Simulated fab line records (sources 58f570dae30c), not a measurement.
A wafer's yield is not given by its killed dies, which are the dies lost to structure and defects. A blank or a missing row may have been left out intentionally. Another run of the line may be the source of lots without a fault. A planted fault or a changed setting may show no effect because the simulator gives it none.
Check of tool commonality	flow berkeley cmos170	Sampled: 14 lots, 42 wafers

== REASON IT WAS OPENED ==
2 of 14 lots carry a flag on the reading NLDD_TW at UCB170_NLDD_TW_MEAS_11. No-fault wafers: 2191, standard deviation 16.
Rule: flag the lot when none of its wafers has a number, or when each of its wafers that has one lies beyond 4 standard deviations from that mean. As for the other lots, they are considered sound.

lot	measured	on	NLDD_TW, wafer by wafer	flag
L651	day 7 15:23	film metro-03	2168 2176 2171	
L650	day 7 15:35	film metro-01	2197 2204 2209	
L652	day 7 20:25	film metro-01	2194 2201 2210	
L653	day 7 20:42	film metro-01	2204 2207 2192	
L654	day 8 16:17	film metro-01	2199 2203 2214	
L656	day 8 16:49	film metro-01	2201 2219 2214	
L655	day 8 16:55	film metro-03	2174 2165 2170	
L658	day 9 11:26	film metro-01	2201 2203 2201	
L661	day 10 10:35	film metro-01	2197 2221 2212	
L660	day 10 10:41	film metro-02	2189 2199 2209	
L665	day 10 22:51	film metro-01	2198 2212 2206	
L664	day 10 23:27	film metro-02	2195 2196 2201	
L673	day 12 11:56	film metro-03	29 29 29	FLAGGED
L672	day 12 12:14	film metro-03	29 29 29	FLAGGED
Averaged over the flagged lots the numbers come to 29, -2162 from the usual (-99 or more standard deviations).

== EACH LOT AND THE TOOL IT RAN ON ==
2 process steps preceding the reading are held in the record, out of 331 steps in the route. Read each cell as the tool, then ch plus the chambers that the sampled wafers visited, then the start.
lot	flag	UCB170_PLDD_STRIP_10	UCB170_NLDD_STRIP_10
L651		plasma asher-01 ch 0,1, day 7 10:05	plasma asher-04 ch 0,1, day 7 15:17
L650		plasma asher-01 ch 0,1, day 7 10:18	plasma asher-03 ch 0,1, day 7 15:29
L652		plasma asher-04 ch 0,1, day 7 18:34	plasma asher-03 ch 0,1, day 7 20:20
L653		plasma asher-03 ch 0, day 7 18:50	plasma asher-02 ch 0,1, day 7 20:36
L654		plasma asher-04 ch 0,1, day 8 14:13	plasma asher-03 ch 0,1, day 8 16:11
L656		plasma asher-01 ch 0,1, day 8 14:40	plasma asher-02 ch 0,1, day 8 16:44
L655		plasma asher-03 ch 1, day 8 14:51	plasma asher-03 ch 0,1, day 8 16:49
L658		plasma asher-03 ch 0,1, day 9 09:35	plasma asher-04 ch 0,1, day 9 11:20
L661		plasma asher-01 ch 0,1, day 10 07:59	plasma asher-03 ch 0,1, day 10 10:30
L660		plasma asher-03 ch 0,1, day 10 08:05	plasma asher-02 ch 0,1, day 10 10:34
L665		plasma asher-04 ch 0,1, day 10 20:56	plasma asher-02 ch 0,1, day 10 22:45
L664		plasma asher-01 ch 0,1, day 10 21:10	plasma asher-03 ch 0,1, day 10 23:14
L673	FLAGGED	plasma asher-04 ch 0,1, day 12 09:41	plasma asher-02 ch 0,1, day 12 11:50
L672	FLAGGED	plasma asher-04 ch 1, day 12 10:04	plasma asher-04 ch 0, day 12 12:07
What is done by these steps:
- UCB170_PLDD_STRIP_10: strips in O2.
- UCB170_NLDD_STRIP_10: strips in O2.
- UCB170_NLDD_TW_MEAS_11

== FLAGGED OVER TOTAL, TOOL BY TOOL (the gauges that took the reading come last) ==
step	tool	lots run	flagged	share of the flagged lots	sound lots run after its first flagged lot
UCB170_PLDD_STRIP_10	plasma asher-01	5	0	none	-
UCB170_PLDD_STRIP_10	plasma asher-03	4	0	none	-
UCB170_PLDD_STRIP_10	plasma asher-04	5	2	all	0
UCB170_NLDD_STRIP_10	plasma asher-02	5	1	some	0
UCB170_NLDD_STRIP_10	plasma asher-03	6	0	none	-
UCB170_NLDD_STRIP_10	plasma asher-04	3	1	some	0
UCB170_NLDD_TW_MEAS_11	film metro-01	8	0	none	-
UCB170_NLDD_TW_MEAS_11	film metro-02	2	0	none	-
UCB170_NLDD_TW_MEAS_11	film metro-03	4	2	all	0

== WHAT IS ALLOWED BY THE TABLE ==
Every flagged lot went through 2 rows of the table: plasma asher-04 at UCB170_PLDD_STRIP_10 and film metro-03 at UCB170_NLDD_TW_MEAS_11.
- plasma asher-04 at UCB170_PLDD_STRIP_10 ran 5 lots, 2 of them flagged. Its last sound lot is L665 (day 10 20:56), its first flagged lot L673 (day 12 09:41): a fault that began between those two fits. On the flagged lots its readings are blank where sound lots have values: chamber pressure mTorr, drypump motor current A, oes product au, strip time to endpoint s.
- film metro-03 at UCB170_NLDD_TW_MEAS_11 ran 4 lots, 2 of them flagged. Its last sound lot is L655 (day 8 16:55), its first flagged lot L673 (day 12 11:56): a fault that began between those two fits.
Counting lots can't tell these 2 tools apart, because each fits a fault that began at some hour. More lots, or a look at what each step does to the wafer, might.

== WHAT WAS PUT IN BY THE SIMULATOR ==
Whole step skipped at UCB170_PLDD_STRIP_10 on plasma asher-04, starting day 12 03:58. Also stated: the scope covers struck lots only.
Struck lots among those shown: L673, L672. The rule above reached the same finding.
